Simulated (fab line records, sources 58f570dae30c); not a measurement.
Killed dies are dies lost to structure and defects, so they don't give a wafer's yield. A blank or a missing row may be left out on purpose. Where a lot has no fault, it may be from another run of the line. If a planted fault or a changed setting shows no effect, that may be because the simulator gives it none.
What tool caused it? :: flow berkeley cmos170 :: Sampling: 14 lots, 42 wafers, 4 of 331 route steps

== WHAT THE GAUGES SHOWED, per wafer ==
UCB170_V1_OVL_MEAS_13. Usual: for V1_OVL the level is 2 nm and the standard deviation is 5.7.
lot: L377
measured: day 8 08:08
on: overlay-01
V1_OVL (nm): 9 8 12
flag: 

lot: L378
measured: day 8 20:16
on: overlay-01
V1_OVL (nm): 6 9 6
flag: 

lot: L381
measured: day 8 20:32
on: overlay-01
V1_OVL (nm): -7 -5 -10
flag: 

lot: L380
measured: day 8 20:52
on: overlay-01
V1_OVL (nm): -5 5 -1
flag: 

lot: L379
measured: day 8 19:59
on: overlay-01
V1_OVL (nm): -10 -5 -2
flag: 

lot: L383
measured: day 9 08:32
on: overlay-01
V1_OVL (nm): 2 -2 4
flag: 

lot: L382
measured: day 9 09:52
on: overlay-02
V1_OVL (nm): -3 -4 2
flag: 

lot: L386
measured: day 10 10:26
on: overlay-02
V1_OVL (nm): -1 4 7
flag: 

lot: L390
measured: day 10 22:24
on: overlay-01
V1_OVL (nm): -3 2 -5
flag: 

lot: L395
measured: day 11 19:30
on: overlay-01
V1_OVL (nm): -5 -4 -10
flag: 

lot: L396
measured: day 12 01:55
on: overlay-02
V1_OVL (nm): -8 4 -6
flag: 

lot: L400
measured: day 12 19:57
on: overlay-02
V1_OVL (nm): -2 -1 -1
flag: 

lot: L399
measured: day 12 22:42
on: overlay-02
V1_OVL (nm): 0 0 3
flag: 

lot: L398
measured: day 12 23:40
on: overlay-02
V1_OVL (nm): 9 3 6
flag: 

UCB170_M2_OVL_MEAS_16. Usual: for M2_OVL the level is 1 nm and the standard deviation is 4.6.
lot: L377
measured: day 8 11:14
on: overlay-02
M2_OVL (nm): -1 5 0
flag: 

lot: L378
measured: day 8 22:53
on: overlay-01
M2_OVL (nm): -3 0 -4
flag: 

lot: L381
measured: day 8 23:14
on: overlay-02
M2_OVL (nm): 7 4 -3
flag: 

lot: L380
measured: day 8 23:29
on: overlay-01
M2_OVL (nm): -1 -3 7
flag: 

lot: L379
measured: day 8 22:37
on: overlay-02
M2_OVL (nm): -3 -6 -6
flag: 

lot: L383
measured: day 9 11:01
on: overlay-02
M2_OVL (nm): -1 7 8
flag: 

lot: L382
measured: day 9 12:35
on: overlay-02
M2_OVL (nm): 2 -2 1
flag: 

lot: L386
measured: day 10 13:13
on: overlay-02
M2_OVL (nm): 10 12 6
flag: 

lot: L390
measured: day 11 01:07
on: overlay-02
M2_OVL (nm): 5 -2 3
flag: 

lot: L395
measured: day 11 22:32
on: overlay-01
M2_OVL (nm): 0 -2 -6
flag: 

lot: L396
measured: day 12 05:33
on: overlay-01
M2_OVL (nm): -6 -4 -6
flag: 

lot: L400
measured: day 13 01:18
on: overlay-01
M2_OVL (nm): 5 7 4
flag: 

lot: L399
measured: day 13 02:56
on: overlay-01
M2_OVL (nm): 6 4 -1
flag: 

lot: L398
measured: day 13 03:29
on: overlay-01
M2_OVL (nm): -1 1 -3
flag: 

== WHICH TOOL RAN EACH LOT (tool, then ch and the chambers of the sampled wafers, then the start) ==
lot: L377
UCB170_PSD_STRIP_09: plasma asher-03 ch 0,1, day 7 10:26
UCB170_M2_SPUTTER_01: pvd sputter-02, day 8 08:38

lot: L378
UCB170_PSD_STRIP_09: plasma asher-04 ch 0,1, day 8 00:25
UCB170_M2_SPUTTER_01: pvd sputter-02, day 8 20:45

lot: L381
UCB170_PSD_STRIP_09: plasma asher-01 ch 0,1, day 8 00:32
UCB170_M2_SPUTTER_01: pvd sputter-01, day 8 21:02

lot: L380
UCB170_PSD_STRIP_09: plasma asher-03 ch 0,1, day 8 00:44
UCB170_M2_SPUTTER_01: pvd sputter-03, day 8 21:22

lot: L379
UCB170_PSD_STRIP_09: plasma asher-04 ch 0,1, day 8 01:08
UCB170_M2_SPUTTER_01: pvd sputter-03, day 8 20:29

lot: L383
UCB170_PSD_STRIP_09: plasma asher-03 ch 0,1, day 8 15:14
UCB170_M2_SPUTTER_01: pvd sputter-01, day 9 09:03

lot: L382
UCB170_PSD_STRIP_09: plasma asher-01 ch 0,1, day 8 15:30
UCB170_M2_SPUTTER_01: pvd sputter-02, day 9 10:22

lot: L386
UCB170_PSD_STRIP_09: plasma asher-01 ch 0,1, day 9 18:55
UCB170_M2_SPUTTER_01: pvd sputter-01, day 10 10:56

lot: L390
UCB170_PSD_STRIP_09: plasma asher-01 ch 0,1, day 10 06:47
UCB170_M2_SPUTTER_01: pvd sputter-01, day 10 22:53

lot: L395
UCB170_PSD_STRIP_09: plasma asher-03 ch 0, day 10 23:07
UCB170_M2_SPUTTER_01: pvd sputter-02, day 11 20:00

lot: L396
UCB170_PSD_STRIP_09: plasma asher-03 ch 0,1, day 11 11:43
UCB170_M2_SPUTTER_01: pvd sputter-01, day 12 02:25

lot: L400
UCB170_PSD_STRIP_09: plasma asher-03 ch 0,1, day 12 05:04
UCB170_M2_SPUTTER_01: pvd sputter-01, day 12 20:27

lot: L399
UCB170_PSD_STRIP_09: plasma asher-03 ch 0,1, day 12 05:20
UCB170_M2_SPUTTER_01: pvd sputter-03, day 12 23:11

lot: L398
UCB170_PSD_STRIP_09: plasma asher-03 ch 0,1, day 12 05:51
UCB170_M2_SPUTTER_01: pvd sputter-03, day 13 00:11
- UCB170_PSD_STRIP_09: strips in O2.
- UCB170_M2_SPUTTER_01: material Al, target thk 900 nm, time 120 s.

== AS READ BY THE TOOLS THEMSELVES (means over the sampled wafers that have a number; for cases with no such wafer, the mark the record gives instead) ==
UCB170_PSD_STRIP_09. Usual: drypump motor current A 5.66 A, standard deviation 0.26; oes product au 0.603 a.u., standard deviation 0.0049; strip time to endpoint s 29.19 s, standard deviation 0.07.
lot: L377
tool: plasma asher-03
drypump motor current A (A): 5.50
oes product au (a.u.): 0.609
strip time to endpoint s (s): 29.22
flag: 

lot: L378
tool: plasma asher-04
drypump motor current A (A): 5.97
oes product au (a.u.): 0.604
strip time to endpoint s (s): 29.15
flag: 

lot: L381
tool: plasma asher-01
drypump motor current A (A): 5.62
oes product au (a.u.): 0.604
strip time to endpoint s (s): 29.16
flag: 

lot: L380
tool: plasma asher-03
drypump motor current A (A): 5.56
oes product au (a.u.): 0.600
strip time to endpoint s (s): 29.23
flag: 

lot: L379
tool: plasma asher-04
drypump motor current A (A): 5.97
oes product au (a.u.): 0.597
strip time to endpoint s (s): 29.11
flag: 

lot: L383
tool: plasma asher-03
drypump motor current A (A): 5.57
oes product au (a.u.): 0.605
strip time to endpoint s (s): 29.19
flag: 

lot: L382
tool: plasma asher-01
drypump motor current A (A): 5.75
oes product au (a.u.): 0.602
strip time to endpoint s (s): 29.21
flag: 

lot: L386
tool: plasma asher-01
drypump motor current A (A): 5.76
oes product au (a.u.): 0.604
strip time to endpoint s (s): 29.19
flag: 

lot: L390
tool: plasma asher-01
drypump motor current A (A): 5.76
oes product au (a.u.): 0.601
strip time to endpoint s (s): 29.12
flag: 

lot: L395
tool: plasma asher-03
drypump motor current A (A): 5.45
oes product au (a.u.): 0.601
strip time to endpoint s (s): 29.18
flag: 

lot: L396
tool: plasma asher-03
drypump motor current A (A): 5.53
oes product au (a.u.): 0.603
strip time to endpoint s (s): 29.17
flag: 

lot: L400
tool: plasma asher-03
drypump motor current A (A): 5.51
oes product au (a.u.): 0.603
strip time to endpoint s (s): 29.28
flag: 

lot: L399
tool: plasma asher-03
drypump motor current A (A): 5.61
oes product au (a.u.): 0.601
strip time to endpoint s (s): 29.15
flag: 

lot: L398
tool: plasma asher-03
drypump motor current A (A): 5.51
oes product au (a.u.): 0.604
strip time to endpoint s (s): 29.20
flag: 

UCB170_M2_SPUTTER_01. Usual: throttle valve pct 29.5 %, standard deviation 0.78.
lot: L377
tool: pvd sputter-02
throttle valve pct (%): 29.9
flag: 

lot: L378
tool: pvd sputter-02
throttle valve pct (%): 29.4
flag: 

lot: L381
tool: pvd sputter-01
throttle valve pct (%): 29.0
flag: 

lot: L380
tool: pvd sputter-03
throttle valve pct (%): 30.0
flag: 

lot: L379
tool: pvd sputter-03
throttle valve pct (%): 29.6
flag: 

lot: L383
tool: pvd sputter-01
throttle valve pct (%): 28.7
flag: 

lot: L382
tool: pvd sputter-02
throttle valve pct (%): 29.7
flag: 

lot: L386
tool: pvd sputter-01
throttle valve pct (%): 29.3
flag: 

lot: L390
tool: pvd sputter-01
throttle valve pct (%): 29.5
flag: 

lot: L395
tool: pvd sputter-02
throttle valve pct (%): 29.6
flag: 

lot: L396
tool: pvd sputter-01
throttle valve pct (%): 29.4
flag: 

lot: L400
tool: pvd sputter-01
throttle valve pct (%): 29.5
flag: 

lot: L399
tool: pvd sputter-03
throttle valve pct (%): 29.8
flag: 

lot: L398
tool: pvd sputter-03
throttle valve pct (%): 29.5
flag: 

== THE ANSWER, worked out from the rows above alone ==
Rule: a lot is off if the mean of its wafers that have a number lies more than 3 standard deviations from the usual mean. Also off: a lot with no number at a reading for which 4 or more lots have one. Where the step has rows for the other lots, those lots are counted as sound. First the gauges in route order, then the tools' own readings, where a lot's mean is used as printed above. The first step at which some lot is off is used, and at that step the reading that is off furthest; a lot without a number counts as furthest.
Nothing can be told from this: no lot is off at any reading shown.

== WHAT THE SIMULATOR HAD INSERTED ==
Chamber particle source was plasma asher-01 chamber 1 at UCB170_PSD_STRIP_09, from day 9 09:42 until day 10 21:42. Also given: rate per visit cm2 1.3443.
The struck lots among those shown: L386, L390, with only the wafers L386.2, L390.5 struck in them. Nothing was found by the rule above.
